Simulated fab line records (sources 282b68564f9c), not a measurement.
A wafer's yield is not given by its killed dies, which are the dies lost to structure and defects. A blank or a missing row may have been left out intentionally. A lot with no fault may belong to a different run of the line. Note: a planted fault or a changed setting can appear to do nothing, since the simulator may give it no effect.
The tool behind it: which one?	flow rit-cmos	13 lots with 39 wafers sampled at 2 steps, on a route of 202 steps

## WHAT THE GAUGES SHOWED, per wafer
Not one reading of a measure or inspect step in the record can be checked against a usual standard deviation.

## WHICH TOOL RAN EACH LOT (tool, then ch and the chambers of the sampled wafers, then the start)
lot	RIT_ACTIVE_ETCH_13	RIT_M1_PROBE_99
L246	rie-diel-04 ch 0,3, day 1 15:13	-
L247	rie-diel-04 ch 0,1,2, day 1 21:13	prober-02, day 4 04:33
L248	rie-diel-04 ch 0,1, day 2 01:47	-
L249	rie-diel-02 ch 0,1,2, day 2 07:20	prober-02, day 4 13:54
L250	rie-diel-03 ch 2,3, day 2 11:14	-
L251	rie-diel-02 ch 0,2,3, day 2 16:35	-
L252	rie-diel-03 ch 1,2, day 2 21:42	-
L253	rie-diel-03 ch 0,1,2, day 3 03:49	-
L256	rie-diel-03 ch 0,1,2, day 3 19:40	-
L258	rie-diel-03 ch 1,3, day 4 06:51	-
L262	rie-diel-02 ch 0,1,2, day 5 00:51	-
L263	rie-diel-02 ch 0,1,2, day 5 05:34	-
L268	rie-diel-02 ch 1,2,3, day 6 07:40	-
- RIT_ACTIVE_ETCH_13: etches Si3N4 in SF6, stops on SiO2, time 210 s, target depth 210 nm.
- RIT_M1_PROBE_99

## WHAT THE TOOLS THEMSELVES READ (means of the sampled wafers that have a number; where no wafer has one, the mark that the record gives instead)
RIT_ACTIVE_ETCH_13. Usual: chamber-pressure-mTorr 260.00 mTorr, standard deviation 0.22; drypump-motor-current-A 6.0 A, standard deviation 0.5; oes-product-au 0.815 a.u., standard deviation 0.011; throttle-valve-pct 7.53 %, standard deviation 0.12.
lot	tool	chamber-pressure-mTorr (mTorr)	drypump-motor-current-A (A)	oes-product-au (a.u.)	throttle-valve-pct (%)	flag
L246	rie-diel-04	260.00	5.7	0.830	7.41	
L247	rie-diel-04	259.82	5.7	0.826	7.52	
L248	rie-diel-04	260.04	5.9	0.828	7.56	
L249	rie-diel-02	260.03	6.1	0.807	7.61	
L250	rie-diel-03	259.89	6.4	0.816	7.48	
L251	rie-diel-02	259.99	5.7	0.821	7.53	
L252	rie-diel-03	259.99	6.2	0.802	7.47	
L253	rie-diel-03	259.98	5.9	0.810	7.50	
L256	rie-diel-03	208.03	5.9	0.811	7.50	OFF
L258	rie-diel-03	207.96	6.0	0.816	7.58	OFF
L262	rie-diel-02	260.02	6.1	0.803	7.61	
L263	rie-diel-02	259.72	6.1	0.816	7.61	
L268	rie-diel-02	260.08	5.7	0.819	7.54	

RIT_M1_PROBE_99. Usual: killed_at_M0_to_M3 0.0, standard deviation 0.12; killed-at-front-end 7.5, standard deviation 2.8; killed-dies 7.6, standard deviation 2.9; killed-open 3.7, standard deviation 2; killed-short 3.8, standard deviation 2.
lot	tool	killed_at_M0_to_M3	killed-at-front-end	killed-dies	killed-open	killed-short	flag
L247	prober-02	0.0	9.3	9.3	4.7	4.7	
L249	prober-02	0.3	9.0	9.3	4.7	3.3	

## THE ANSWER, worked out from the rows above alone
Rule: lot off if the mean of its wafers having a number is beyond 3 standard deviations from the usual mean. Also off: a lot with no number at a reading for which 4 or more lots have one. Any other lot the step has rows for is counted as sound. First the gauges in route order, then the tools' own readings, where a lot's mean is used as printed above. The first step at which some lot is off is used, and at that step the reading that is off furthest; a lot without a number counts as furthest.
Off at RIT_ACTIVE_ETCH_13 (chamber-pressure-mTorr): L256, L258.
If a tool, at that step or one of the process steps before it, ran each lot that is off and ran no sound lot following the first of them, it fits. One fits: rie-diel-03 at RIT_ACTIVE_ETCH_13. A fault onset in the window from L253 (day 3 03:49, its last sound lot) to L256 (day 3 19:40, its first lot off) fits.
The tool's own readings at RIT_ACTIVE_ETCH_13 bear it out: on the lots that are off they differ by more than 5 times the standard deviation of the sound lots' means. chamber-pressure-mTorr reads 208.00 mTorr there against 259.96 mTorr on the sound lots.

## WHAT THE SIMULATOR HAD INSERTED
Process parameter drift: rie-diel-03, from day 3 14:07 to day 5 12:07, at RIT_ACTIVE_ETCH_13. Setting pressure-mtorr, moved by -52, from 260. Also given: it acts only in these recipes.
Lots struck among those shown: L256, L258. The same result came from the rule above.
